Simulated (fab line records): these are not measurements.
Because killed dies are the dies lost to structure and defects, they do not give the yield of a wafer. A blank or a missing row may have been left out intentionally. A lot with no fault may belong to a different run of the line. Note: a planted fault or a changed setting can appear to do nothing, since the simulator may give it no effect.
Struck lot and sound lot, side by side + flow rit cmos + 20 steps out of a route of 202
Sound: wafers L433.2, L433.3, L433.6. Wafers struck: L444.1, L444.3, L444.5. The cause is given at the end.
At each step with rows: each side's tool, then ch and its chambers, then its first start. Under that, the readings that differ: sound wafers + struck wafers + difference of the means + sigmas: that difference in standard deviations of wafers without a fault.
alike: readings with means less than 2 such deviations apart, plus words and numbers identical on both sides. not compared: withheld readings, readings lacking a value on some wafer, bounds such as >300 that could conceal the same value, and numbers that have no deviation in the record and whose values overlap.
Wherever a step has rows on one side only, a row that says differs or no value, or a row with sigmas, the two part there. Non-overlapping numbers with no deviation appear without sigmas and do not part them. A reading missing from all wafers of one side parts the sides only when that side holds two or more wafers.

first, 2 steps without rows for these wafers: RIT_NWELL_HARDBAKE_07 (time 120 s); RIT_NWELL_IMPLANT_08.
RIT_NWELL_STRIP_09: strips in O2, time 180 s.
  sound on plasma asher-03 ch 0,1, day 1 21:23; struck on plasma asher-03 ch 0,1, day 4 04:39
  alike: chamber pressure mTorr, drypump motor current A
  not compared: rf hours counter h
RIT_NWELL_TW_MEAS_10:
  sound on film metro-01 at day 1 21:34; struck on film metro-02 at day 4 04:49
  alike: NWELL_TW
then, 6 steps without rows for these wafers: RIT_PWELL_HMDS_00 (prime time 60 s); RIT_PWELL_COAT_01 (resist thk 1300 nm); RIT_PWELL_SOFTBAKE_02 (time 60 s); RIT_PWELL_EXPOSE_03 (exposes mask M3, target cd 43700 nm); RIT_PWELL_PEB_04; RIT_PWELL_DEVELOP_05 (develop time 68 s).
RIT_PWELL_OVL_MEAS_06:
  sound on overlay-02 at day 1 22:32; struck on overlay-01 at day 4 05:46
  alike: PWELL_OVL
then, 1 step without rows for these wafers: RIT_PWELL_HARDBAKE_07 (time 120 s).
RIT_PWELL_IMPLANT_08:
  sound on implanter-04 ch 0, day 1 23:03; struck on implanter-04 ch 0, day 4 06:03
| reading            | sound                         | struck                        | difference | sigmas      |
|--------------------|-------------------------------|-------------------------------|------------|-------------|
| dose ions cm2      | 7.002e+13 7.001e+13 7.002e+13 | 7.701e+13 7.707e+13 7.699e+13 | +7.007e+12 | +99 or more |
| faraday current uA | 216 210 223                   | 246 236 241                   | +25        | +5          |
  alike: beam on s, tilt deg
RIT_PWELL_STRIP_09: strips in O2, time 180 s.
  sound on plasma asher-01 ch 0,1, day 1 23:10; struck on plasma asher-03 ch 0, day 4 06:12
| reading                     | sound       | struck      | difference | sigmas |
|-----------------------------|-------------|-------------|------------|--------|
| drypump motor current A (A) | 5.8 5.6 5.9 | 5.1 5.1 5.2 | -0.6       | -2     |
  alike: chamber pressure mTorr
  not compared: rf hours counter h
RIT_PWELL_TW_MEAS_10:
  sound on film metro-03 at day 1 23:22; struck on film metro-01 at day 4 06:22
| reading  | sound       | struck      | difference | sigmas |
|----------|-------------|-------------|------------|--------|
| PWELL_TW | 951 954 948 | 980 979 977 | +28        | +6     |
then, 1 step without rows for these wafers: RIT_WELLDRIVE_ANNEAL_00 (time 14700 s).
RIT_WELLDRIVE_RS_MEAS_01: a four-point-probe measurement.
  sound on film metro-01 at day 2 04:31; struck on film metro-03 at day 4 11:31
| reading           | sound             | struck            | difference | sigmas |
|-------------------|-------------------|-------------------|------------|--------|
| NWELL_RS (ohm/sq) | 275.4 274.5 275.0 | 276.8 276.3 276.6 | +1.6       | +2     |
RIT_WELLDRIVE_RS_MEAS_02: a four-point-probe measurement.
  sound on film metro-01 at day 2 04:38; struck on film metro-03 at day 4 11:38
| reading           | sound             | struck            | difference | sigmas |
|-------------------|-------------------|-------------------|------------|--------|
| PWELL_RS (ohm/sq) | 431.3 429.7 431.6 | 407.2 405.9 405.3 | -24.7      | -25    |
then, 1 step without rows for these wafers: RIT_NRETRO_HMDS_00 (prime time 60 s).
RIT_M1_PROBE_99:
  sound on prober-02 at day 3 10:43; struck on prober-02 at day 5 22:26
| reading                                 | sound             | struck            | difference | sigmas |
|-----------------------------------------|-------------------|-------------------|------------|--------|
| killed at front end                     | 11 7 14           | 2 4 4             | -7         | -2     |
| killed dies                             | 11 7 14           | 2 4 4             | -7         | -2     |
| model.etest.pwell pinched.rs ohm sq     | 465.6 453.6 459.1 | 434.4 422.8 423.7 | -32.5      |        |
| model.etest.pwell.rs ohm sq             | 421.6 411.3 413.5 | 390.2 387.9 387.1 | -27.1      |        |
| model.etest.nmos turned.drive ua um     | 326.7 346.2 334.9 | 308 312.2 312.9   | -25        |        |
| model.etest.nmos narrow.drive ua um     | 228.8 234.7 233.1 | 223.9 219.8 228.1 | -8.3       |        |
| model.etest.nmos_0p3.drive ua um        | 231.4 235.6 234.3 | 223.3 219.3 226.4 | -10.8      |        |
| model.etest.well edge right.line ohm um | 180.4 182.3 177.4 | 184.4 186.7 187.3 | +6.1       |        |
  alike: killed at contacts, killed open, killed short
  not compared: model.etest.nmos_0p3.r on ohm um, model.etest.well edge left.line ohm um

== WHERE THEY PART ==
Earliest at RIT_PWELL_IMPLANT_08; latest, in this record, at RIT_M1_PROBE_99.

WHY: whatever the simulator had introduced
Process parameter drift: implanter-04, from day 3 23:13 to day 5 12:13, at RIT_PWELL_IMPLANT_08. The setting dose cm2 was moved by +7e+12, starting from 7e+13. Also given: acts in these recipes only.
